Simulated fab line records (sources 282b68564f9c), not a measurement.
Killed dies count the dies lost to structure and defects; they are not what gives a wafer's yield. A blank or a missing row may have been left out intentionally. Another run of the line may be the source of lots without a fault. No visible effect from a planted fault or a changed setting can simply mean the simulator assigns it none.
fab line records :: flow ritCmos
record:
  lots: 5
  wafers: 15
  lastDay: 6
route steps=202 shown NLDD@111 PLDD@114 M1@202
lots untouched by any fault: they come from a run of this same line in which no faults occurred
startH: start of the lot's first displayed wafer, in hours after the record's first day :: waitH: hours since the lot's step before :: " identical to the entry in the row above :: L1.1+2: a single row standing in for several wafers :: - no value, or no start given :: * or withheld: withheld :: < > ~ a bound
route shown NAME@n: NAME is a module with steps in the file, n the number in the route of the first one :: usual: the fault-free wafers' mean and standard deviation :: same: alike in all rows :: chamber/n: place in a boat :: sites: the reading at each site :: _std_site: how widely they spread, as a standard deviation :: _edge_site: inner sites' mean taken away from outer sites' mean :: radiusMm: for every site, how far away it sits from the centre of the wafer :: mask NAME#n: copy n :: behind: tool/chamber where the wafer was last shaped :: hold: why the lot was held/for how many hours/how that ended :: device: which transistor (n, p or np) failed to switch :: end of line: tests run on the same wafers once the route is complete :: step lacking rows: just its recipe :: killed: dies that structure and defects cost at the first sort, which is not the same as the wafer's yield :: map: the dies of a wafer, with x for killed, . for not killed, _ for no die there
set.NAME: the run value of the setting; set.NAME@STEP: its run value at that earlier step :: model.NAME: the simulator's own value behind a step, which no gauge read
lots seen at some steps along the route; tables by step, rows by wafer
services: the hour from which a tool's chamber was out of use, counted from the record's first day as startH (under 0 if before that day), plus the number of hours and why
== steps ==
step: RIT_NLDD_IMPLANT_08
recipe:
  species: P
  energyKev: 20
  doseCm2: 5.054e+14
  tiltDeg: 7
step: RIT_NLDD_STRIP_09
recipe:
  chemistry: O2
  timeS: 180
  resist: NOVOLAK
  platenTempC: withheld
  powerW: 500
  pressureMtorr: 4000
  o2FlowSccm: 4000
usual:
  drypumpMotorCurrentA: 5.46/0.17
  runLengthS: 208.1/0.5
same:
  timeS: 180
lot.wafer: L673.2
tool: plasmaAsher-04
chamber: 1
startH: 46.95
waitH: 0.1
drypumpMotorCurrentA: 5.70
rfHoursCounterH: 26
runLengthS: 208.1

lot.wafer: L673.3
tool: plasmaAsher-04
chamber: 1
startH: 46.95
waitH: 0.1
drypumpMotorCurrentA: 5.69
rfHoursCounterH: -
runLengthS: 208.3

lot.wafer: L673.6
tool: plasmaAsher-04
chamber: 0
startH: 46.95
waitH: 0.1
drypumpMotorCurrentA: 5.26
rfHoursCounterH: -
runLengthS: 207.8

lot.wafer: L675.3
tool: plasmaAsher-01
chamber: 1
startH: 54.79
waitH: 0.1
drypumpMotorCurrentA: 5.46
rfHoursCounterH: -
runLengthS: 208.1

lot.wafer: L675.5
tool: plasmaAsher-01
chamber: 1
startH: 54.79
waitH: 0.1
drypumpMotorCurrentA: 5.47
rfHoursCounterH: -
runLengthS: 208.4

lot.wafer: L675.6
tool: plasmaAsher-01
chamber: 0
startH: 54.79
waitH: 0.1
drypumpMotorCurrentA: 5.42
rfHoursCounterH: -
runLengthS: 207.9

lot.wafer: L680.2
tool: plasmaAsher-03
chamber: 1
startH: 82.11
waitH: 0.1
drypumpMotorCurrentA: 5.33
rfHoursCounterH: 45
runLengthS: 208.7

lot.wafer: L680.3
tool: plasmaAsher-03
chamber: 0
startH: 82.11
waitH: 0.1
drypumpMotorCurrentA: 5.54
rfHoursCounterH: -
runLengthS: 207.5

lot.wafer: L680.4
tool: plasmaAsher-03
chamber: 1
startH: 82.11
waitH: 0.1
drypumpMotorCurrentA: 5.31
rfHoursCounterH: -
runLengthS: 208.7

lot.wafer: L683.1
tool: plasmaAsher-04
chamber: 0
startH: 99.95
waitH: 0.1
drypumpMotorCurrentA: 5.28
rfHoursCounterH: 31
runLengthS: 207.7

lot.wafer: L683.5
tool: plasmaAsher-04
chamber: 1
startH: 99.95
waitH: 0.1
drypumpMotorCurrentA: 5.71
rfHoursCounterH: -
runLengthS: 208.1

lot.wafer: L683.6
tool: plasmaAsher-04
chamber: 0
startH: 99.95
waitH: 0.1
drypumpMotorCurrentA: 5.27
rfHoursCounterH: -
runLengthS: 207.7

lot.wafer: L689.1
tool: plasmaAsher-04
chamber: 1
startH: 123.59
waitH: 0.1
drypumpMotorCurrentA: 5.73
rfHoursCounterH: 33
runLengthS: 208.0

lot.wafer: L689.5
tool: plasmaAsher-04
chamber: 0
startH: 123.59
waitH: 0.1
drypumpMotorCurrentA: 5.26
rfHoursCounterH: -
runLengthS: 207.6

lot.wafer: L689.6
tool: plasmaAsher-04
chamber: 1
startH: 123.59
waitH: 0.1
drypumpMotorCurrentA: 5.72
rfHoursCounterH: -
runLengthS: 208.0
step: RIT_NLDD_TW_MEAS_10
usual:
  NLDD_TW: 2495/39
lot.wafer: L673.2
tool: filmMetro-01
chamber: -
startH: 47.13
waitH: 0.1
NLDD_TW: 2546

lot.wafer: L673.3
tool: filmMetro-01
chamber: -
startH: 47.13
waitH: 0.1
NLDD_TW: 2547

lot.wafer: L673.6
tool: filmMetro-01
chamber: -
startH: 47.13
waitH: 0.1
NLDD_TW: 2558

lot.wafer: L675.3
tool: filmMetro-03
chamber: -
startH: 54.93
waitH: 0.1
NLDD_TW: 2531

lot.wafer: L675.5
tool: filmMetro-03
chamber: -
startH: 54.93
waitH: 0.1
NLDD_TW: 2519

lot.wafer: L675.6
tool: filmMetro-03
chamber: -
startH: 54.93
waitH: 0.1
NLDD_TW: 2522

lot.wafer: L680.2
tool: filmMetro-03
chamber: -
startH: 82.30
waitH: 0.1
NLDD_TW: 2511

lot.wafer: L680.3
tool: filmMetro-03
chamber: -
startH: 82.30
waitH: 0.1
NLDD_TW: 2521

lot.wafer: L680.4
tool: filmMetro-03
chamber: -
startH: 82.30
waitH: 0.1
NLDD_TW: 2521

lot.wafer: L683.1
tool: filmMetro-04
chamber: -
startH: 100.13
waitH: 0.1
NLDD_TW: 2463

lot.wafer: L683.5
tool: filmMetro-04
chamber: -
startH: 100.13
waitH: 0.1
NLDD_TW: 2449

lot.wafer: L683.6
tool: filmMetro-04
chamber: -
startH: 100.13
waitH: 0.1
NLDD_TW: 2448

lot.wafer: L689.1
tool: filmMetro-04
chamber: -
startH: 123.76
waitH: 0.1
NLDD_TW: 2448

lot.wafer: L689.5
tool: filmMetro-04
chamber: -
startH: 123.76
waitH: 0.1
NLDD_TW: 2453

lot.wafer: L689.6
tool: filmMetro-04
chamber: -
startH: 123.76
waitH: 0.1
NLDD_TW: 2457
step: RIT_PLDD_HMDS_00
recipe:
  primeTimeS: 60
  primeTempC: 140
step: RIT_PLDD_COAT_01
recipe:
  resist: NOVOLAK
  spinRpm: 3250
  resistThkNm: 1000
step: RIT_PLDD_SOFTBAKE_02
recipe:
  resist: NOVOLAK
  tempC: 90
  timeS: 60
step: RIT_PLDD_EXPOSE_03
recipe:
  maskId: M8
  na: 0.57
  targetCdNm: 40900
  doseMj: 250
step: RIT_PLDD_PEB_04
recipe:
  resist: NOVOLAK
  tempC: withheld
  timeS: withheld
step: RIT_PLDD_DEVELOP_05
recipe:
  resist: NOVOLAK
  developTimeS: 50
  devTempC: 23
step: RIT_PLDD_OVL_MEAS_06
usual:
  PLDD_OVL: 0.0/1.2
lot.wafer: L673.2
tool: overlay-01
chamber: -
startH: 48.04
waitH: -
PLDD_OVL[nm]: 0.0

lot.wafer: L673.3
tool: overlay-01
chamber: -
startH: 48.04
waitH: -
PLDD_OVL[nm]: -0.4

lot.wafer: L673.6
tool: overlay-01
chamber: -
startH: 48.04
waitH: -
PLDD_OVL[nm]: 0.1

lot.wafer: L675.3
tool: overlay-02
chamber: -
startH: 56.02
waitH: -
PLDD_OVL[nm]: -0.7

lot.wafer: L675.5
tool: overlay-02
chamber: -
startH: 56.02
waitH: -
PLDD_OVL[nm]: 1.1

lot.wafer: L675.6
tool: overlay-02
chamber: -
startH: 56.02
waitH: -
PLDD_OVL[nm]: 0.8

lot.wafer: L680.2
tool: overlay-02
chamber: -
startH: 83.33
waitH: -
PLDD_OVL[nm]: -0.4

lot.wafer: L680.3
tool: overlay-02
chamber: -
startH: 83.33
waitH: -
PLDD_OVL[nm]: -0.3

lot.wafer: L680.4
tool: overlay-02
chamber: -
startH: 83.33
waitH: -
PLDD_OVL[nm]: 2.0

lot.wafer: L683.1
tool: overlay-02
chamber: -
startH: 101.04
waitH: -
PLDD_OVL[nm]: 0.5

lot.wafer: L683.5
tool: overlay-02
chamber: -
startH: 101.04
waitH: -
PLDD_OVL[nm]: 1.6

lot.wafer: L683.6
tool: overlay-02
chamber: -
startH: 101.04
waitH: -
PLDD_OVL[nm]: 2.6

lot.wafer: L689.1
tool: overlay-02
chamber: -
startH: 124.67
waitH: -
PLDD_OVL[nm]: 0.9

lot.wafer: L689.5
tool: overlay-02
chamber: -
startH: 124.67
waitH: -
PLDD_OVL[nm]: 0.2

lot.wafer: L689.6
tool: overlay-02
chamber: -
startH: 124.67
waitH: -
PLDD_OVL[nm]: 0.1
step: RIT_PLDD_HARDBAKE_07
recipe:
  resist: NOVOLAK
  tempC: 140
  timeS: 60
step: RIT_PLDD_IMPLANT_08
recipe:
  species: BF2
  energyKev: 20
  doseCm2: 9e+14
  tiltDeg: 7
step: RIT_PLDD_STRIP_09
recipe:
  chemistry: O2
  timeS: 180
  resist: NOVOLAK
  platenTempC: withheld
  powerW: 500
  pressureMtorr: 4000
  o2FlowSccm: 4000
usual:
  drypumpMotorCurrentA: 5.6/0.38
  runLengthS: 208.2/0.49
same:
  timeS: 180
lot.wafer: L673.2
tool: plasmaAsher-01
chamber: 0
startH: 48.37
waitH: 0.1
drypumpMotorCurrentA: 5.4
rfHoursCounterH: 40
runLengthS: 207.8
model.NOVOLAK_of_PLDD_COAT_01.thkNm: 0

lot.wafer: L673.3
tool: plasmaAsher-01
chamber: 0
startH: 48.37
waitH: 0.1
drypumpMotorCurrentA: 5.4
rfHoursCounterH: -
runLengthS: 207.8
model.NOVOLAK_of_PLDD_COAT_01.thkNm: 0

lot.wafer: L673.6
tool: plasmaAsher-01
chamber: 0
startH: 48.37
waitH: 0.1
drypumpMotorCurrentA: 5.4
rfHoursCounterH: -
runLengthS: 208.3
model.NOVOLAK_of_PLDD_COAT_01.thkNm: 0

lot.wafer: L675.3
tool: plasmaAsher-03
chamber: 1
startH: 56.43
waitH: 0.1
drypumpMotorCurrentA: 5.4
rfHoursCounterH: -
runLengthS: 208.7
model.NOVOLAK_of_PLDD_COAT_01.thkNm: 0

lot.wafer: L675.5
tool: plasmaAsher-03
chamber: 0
startH: 56.43
waitH: 0.1
drypumpMotorCurrentA: 5.6
rfHoursCounterH: -
runLengthS: 207.5
model.NOVOLAK_of_PLDD_COAT_01.thkNm: 0

lot.wafer: L675.6
tool: plasmaAsher-03
chamber: 1
startH: 56.43
waitH: 0.1
drypumpMotorCurrentA: 5.3
rfHoursCounterH: -
runLengthS: 208.9
model.NOVOLAK_of_PLDD_COAT_01.thkNm: 0

lot.wafer: L680.2
tool: plasmaAsher-02
chamber: 1
startH: 83.66
waitH: 0.1
drypumpMotorCurrentA: 5.4
rfHoursCounterH: 43
runLengthS: 207.8
model.NOVOLAK_of_PLDD_COAT_01.thkNm: 0

lot.wafer: L680.3
tool: plasmaAsher-02
chamber: 1
startH: 83.66
waitH: 0.1
drypumpMotorCurrentA: 5.5
rfHoursCounterH: -
runLengthS: 207.7
model.NOVOLAK_of_PLDD_COAT_01.thkNm: 0

lot.wafer: L680.4
tool: plasmaAsher-02
chamber: 0
startH: 83.66
waitH: 0.1
drypumpMotorCurrentA: 6.4
rfHoursCounterH: -
runLengthS: 208.9
model.NOVOLAK_of_PLDD_COAT_01.thkNm: 0

lot.wafer: L683.1
tool: plasmaAsher-02
chamber: 1
startH: 101.37
waitH: 0.1
drypumpMotorCurrentA: 5.5
rfHoursCounterH: 45
runLengthS: 207.6
model.NOVOLAK_of_PLDD_COAT_01.thkNm: 0

lot.wafer: L683.5
tool: plasmaAsher-02
chamber: 1
startH: 101.37
waitH: 0.1
drypumpMotorCurrentA: 5.4
rfHoursCounterH: -
runLengthS: 208.0
model.NOVOLAK_of_PLDD_COAT_01.thkNm: 0

lot.wafer: L683.6
tool: plasmaAsher-02
chamber: 0
startH: 101.37
waitH: 0.1
drypumpMotorCurrentA: 6.4
rfHoursCounterH: -
runLengthS: 207.9
model.NOVOLAK_of_PLDD_COAT_01.thkNm: 0

lot.wafer: L689.1
tool: plasmaAsher-01
chamber: 1
startH: 125.32
waitH: 0.1
drypumpMotorCurrentA: 5.4
rfHoursCounterH: 1
runLengthS: 72.1
model.NOVOLAK_of_PLDD_COAT_01.thkNm: 222

lot.wafer: L689.5
tool: plasmaAsher-01
chamber: 1
startH: 125.32
waitH: 0.1
drypumpMotorCurrentA: 5.5
rfHoursCounterH: -
runLengthS: 72.1
model.NOVOLAK_of_PLDD_COAT_01.thkNm: 223.8

lot.wafer: L689.6
tool: plasmaAsher-01
chamber: 0
startH: 125.32
waitH: 0.1
drypumpMotorCurrentA: 5.4
rfHoursCounterH: -
runLengthS: 72.3
model.NOVOLAK_of_PLDD_COAT_01.thkNm: 223.6
step: RIT_PLDD_TW_MEAS_10
usual:
  PLDD_TW: 2344/38
lot.wafer: L673.2
tool: filmMetro-04
chamber: -
startH: 48.55
waitH: 0.1
PLDD_TW: 2305

lot.wafer: L673.3
tool: filmMetro-04
chamber: -
startH: 48.55
waitH: 0.1
PLDD_TW: 2300

lot.wafer: L673.6
tool: filmMetro-04
chamber: -
startH: 48.55
waitH: 0.1
PLDD_TW: 2300

lot.wafer: L675.3
tool: filmMetro-04
chamber: -
startH: 56.56
waitH: 0.1
PLDD_TW: 2307

lot.wafer: L675.5
tool: filmMetro-04
chamber: -
startH: 56.56
waitH: 0.1
PLDD_TW: 2312

lot.wafer: L675.6
tool: filmMetro-04
chamber: -
startH: 56.56
waitH: 0.1
PLDD_TW: 2306

lot.wafer: L680.2
tool: filmMetro-04
chamber: -
startH: 83.85
waitH: 0.1
PLDD_TW: 2289

lot.wafer: L680.3
tool: filmMetro-04
chamber: -
startH: 83.85
waitH: 0.1
PLDD_TW: 2292

lot.wafer: L680.4
tool: filmMetro-04
chamber: -
startH: 83.85
waitH: 0.1
PLDD_TW: 2293

lot.wafer: L683.1
tool: filmMetro-01
chamber: -
startH: 101.55
waitH: 0.1
PLDD_TW: 2387

lot.wafer: L683.5
tool: filmMetro-01
chamber: -
startH: 101.55
waitH: 0.1
PLDD_TW: 2385

lot.wafer: L683.6
tool: filmMetro-01
chamber: -
startH: 101.55
waitH: 0.1
PLDD_TW: 2392

lot.wafer: L689.1
tool: filmMetro-04
chamber: -
startH: 125.49
waitH: 0.1
PLDD_TW: 2329

lot.wafer: L689.5
tool: filmMetro-04
chamber: -
startH: 125.49
waitH: 0.1
PLDD_TW: 2321

lot.wafer: L689.6
tool: filmMetro-04
chamber: -
startH: 125.49
waitH: 0.1
PLDD_TW: 2312
step: RIT_M1_PROBE_99
usual:
  killedAtContacts: 0.1/0.34
  killedAtFrontEnd: 6.6/2.7
  killedDies: 6.7/2.7
  killedOnRim: 1.8/1.3
  killedOpen: 3.5/1.9
  killedShort: 3.1/1.8
same:
  grossDies: 264
  killed_at_M0_to_M3: 0
  killed_at_M4_up: 0
  killedAtBackSide: 0
  killedAtOther: 0
lot.wafer: L673.2
tool: prober-01
chamber: -
startH: 62.04
waitH: 0.1
hold: -
killedAtContacts: 0
killedAtFrontEnd: 5
killedDies: 5
killedOnRim: 2
killedOpen: 2
killedShort: 3

lot.wafer: L673.3
tool: prober-01
chamber: -
startH: 62.09
waitH: 0.2
hold: -
killedAtContacts: 0
killedAtFrontEnd: 10
killedDies: 10
killedOnRim: 5
killedOpen: 6
killedShort: 4

lot.wafer: L673.6
tool: prober-01
chamber: -
startH: 62.24
waitH: 0.2
hold: -
killedAtContacts: 0
killedAtFrontEnd: 7
killedDies: 7
killedOnRim: 1
killedOpen: 6
killedShort: 1

lot.wafer: L680.2
tool: prober-02
chamber: -
startH: 97.34
waitH: 0.1
hold: -
killedAtContacts: 0
killedAtFrontEnd: 14
killedDies: 14
killedOnRim: 0
killedOpen: 10
killedShort: 4

lot.wafer: L680.3
tool: prober-02
chamber: -
startH: 97.39
waitH: 0.2
hold: -
killedAtContacts: 0
killedAtFrontEnd: 11
killedDies: 11
killedOnRim: 2
killedOpen: 8
killedShort: 3

lot.wafer: L680.4
tool: prober-02
chamber: -
startH: 97.44
waitH: 0.2
hold: -
killedAtContacts: 0
killedAtFrontEnd: 11
killedDies: 11
killedOnRim: 0
killedOpen: 4
killedShort: 7

lot.wafer: L683.1
tool: prober-01
chamber: -
startH: 114.95
waitH: 0.1
hold: -
killedAtContacts: 0
killedAtFrontEnd: 14
killedDies: 14
killedOnRim: 6
killedOpen: 7
killedShort: 7

lot.wafer: L683.5
tool: prober-01
chamber: -
startH: 115.15
waitH: 0.2
hold: -
killedAtContacts: 0
killedAtFrontEnd: 8
killedDies: 8
killedOnRim: 3
killedOpen: 0
killedShort: 8

lot.wafer: L683.6
tool: prober-01
chamber: -
startH: 115.20
waitH: 0.2
hold: -
killedAtContacts: 0
killedAtFrontEnd: 5
killedDies: 5
killedOnRim: 4
killedOpen: 5
killedShort: 0

lot.wafer: L689.1
tool: prober-01
chamber: -
startH: 138.68
waitH: 0.1
hold: awaitDispo/1.4h/scrap
killedAtContacts: 0
killedAtFrontEnd: 264
killedDies: 264
killedOnRim: 70
killedOpen: 0
killedShort: 1

lot.wafer: L689.5
tool: prober-01
chamber: -
startH: 138.88
waitH: 0.2
hold: awaitDispo/1.4h/scrap
killedAtContacts: 0
killedAtFrontEnd: 264
killedDies: 264
killedOnRim: 70
killedOpen: 4
killedShort: 3

lot.wafer: L689.6
tool: prober-01
chamber: -
startH: 138.93
waitH: 0.2
hold: awaitDispo/1.4h/scrap
killedAtContacts: 0
killedAtFrontEnd: 264
killedDies: 264
killedOnRim: 70
killedOpen: 4
killedShort: 3
killed by level:class
L673.2 GATE:geometricParticle:short=2 GATE:geometricParticle:open=1 SPACER:geometricParticle:open=1 SILICIDE:geometricParticle:short=1
L673.3 REOX:geometricParticle:open=3 GATE:geometricParticle:open=2 SILICIDE:geometricParticle:short=2 FOX1:geometricParticle:open=1 FOX1:geometricParticle:short=1 REOX:geometricParticle:short=1
L673.6 GATE:geometricParticle:open=3 GATE:geometricParticle:short=1 REOX:geometricParticle:open=1 SPACER:geometricParticle:open=1 SILICIDE:geometricParticle:open=1
L680.2 REOX:geometricParticle:open=4 GATE:geometricParticle:open=3 GATE:geometricParticle:short=2 SPACER:geometricParticle:open=2 FOX2:geometricParticle:open=1 FOX2:geometricParticle:short=1 SPACER:geometricParticle:short=1
L680.3 FOX1:geometricParticle:open=3 GATE:geometricParticle:open=3 FOX1:geometricParticle:short=1 FOX2:geometricParticle:open=1 REOX:geometricParticle:short=1 SPACER:geometricParticle:open=1 SILICIDE:geometricParticle:short=1
L680.4 FOX1:geometricParticle:open=2 GATE:geometricParticle:open=2 GATE:geometricParticle:short=2 REOX:geometricParticle:short=2 FOX1:geometricParticle:short=1 FOX2:geometricParticle:short=1 SILICIDE:geometricParticle:short=1
L683.1 GATE:geometricParticle:short=5 GATE:geometricParticle:open=4 FOX2:geometricParticle:short=1 REOX:geometricParticle:open=1 SPACER:geometricParticle:short=1 SPACER:geometricParticle:open=1 SILICIDE:geometricParticle:open=1
L683.5 SILICIDE:geometricParticle:short=4 GATE:geometricParticle:short=2 FOX2:geometricParticle:short=1 SPACER:geometricParticle:short=1
L683.6 GATE:geometricParticle:open=2 REOX:geometricParticle:open=1 SPACER:geometricParticle:open=1 SILICIDE:geometricParticle:open=1
L689.1 SPACER:areaCvd=263 SILICIDE:geometricParticle:short=1
L689.5 SPACER:areaCvd=257 GATE:geometricParticle:short=2 FOX1:geometricParticle:open=1 FOX2:geometricParticle:open=1 GATE:geometricParticle:open=1 REOX:geometricParticle:open=1 SPACER:geometricParticle:short=1
L689.6 SPACER:areaCvd=257 GATE:geometricParticle:short=3 GATE:geometricParticle:open=2 FOX1:geometricParticle:open=1 SPACER:geometricParticle:open=1
map L689.1 (x killed, . not)
________xxxxxxx_______
_____xxxxxxxxxxxxx____
____xxxxxxxxxxxxxxx___
___xxxxxxxxxxxxxxxxx__
__xxxxxxxxxxxxxxxxxxx_
__xxxxxxxxxxxxxxxxxxx_
_xxxxxxxxxxxxxxxxxxxxx
_xxxxxxxxxxxxxxxxxxxxx
_xxxxxxxxxxxxxxxxxxxxx
_xxxxxxxxxxxxxxxxxxxxx
__xxxxxxxxxxxxxxxxxxx_
__xxxxxxxxxxxxxxxxxxx_
___xxxxxxxxxxxxxxxxx__
____xxxxxxxxxxxxxxx___
_____xxxxxxxxxxxxx____
________xxxxxxx_______
map L673.3 (x killed, . not)
________....x.._______
_____...........x.____
____...............___
___..............x..__
__..................._
__..................._
_...................x.
_.........x...........
_.....................
_.....x...............
__..................._
__..................._
___x....x...........__
____.......x.......___
_____..........x..____
________......._______
== services ==
tool: plasmaAsher-01
chamber: -
startH: 105.73
hours: 1.2
kind: repair

tool: plasmaAsher-01
chamber: -
startH: 108.75
hours: 9.0
kind: pm

tool: plasmaAsher-01
chamber: 0
startH: 108.75
hours: 9.0
kind: ventCycle

tool: plasmaAsher-01
chamber: 1
startH: 108.75
hours: 9.0
kind: ventCycle

tool: plasmaAsher-01
chamber: 0
startH: 117.75
hours: -
kind: clean

tool: plasmaAsher-01
chamber: 1
startH: 117.75
hours: -
kind: clean
== key ==
firstSign:
  step: RIT_PLDD_STRIP_09
  reading: runLengthS
  direction: down
  sigmas: 99+
  usual: *
  struck: *
effect:
  step: RIT_M1_PROBE_99
  reading: killedAtFrontEnd
  direction: up
  sigmas: 95
  usual: 6.6
  struck: 264
modelEffect:
  step: RIT_PLDD_STRIP_09
  value: NOVOLAK_of_PLDD_COAT_01.thkNm
  without: 0
  struck: 223.1
moreKillsBornAt:
  RIT_SPACER_CVD_03@lpcvd-01: 777
metAt RIT_PLDD_STRIP_09
struckWafers L689.1,L689.5,L689.6
laterRowsLeftOut L689.1,L689.5,L689.6
testerLeftOut L689
onsetBetween 48.37 125.32
fault:
  kind: stripAborted
  tool: plasmaAsher-01
  chamber: -
  onsetH: 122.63
  steps: RIT_PLDD_STRIP_09
  offset: 0.6
  endH: 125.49
testerLeftOut: of these lots the tester's yield and bins aren't shown, on N5 and GAA mostly nor the transistor test; their killed dies are dies lost to structure and defects alone, not to doping, threshold or leakage, so they don't give the yield
laterRowsLeftOut: the simulator's readings of these wafers behind a module that went badly wrong aren't trusted and aren't shown, but for the sort
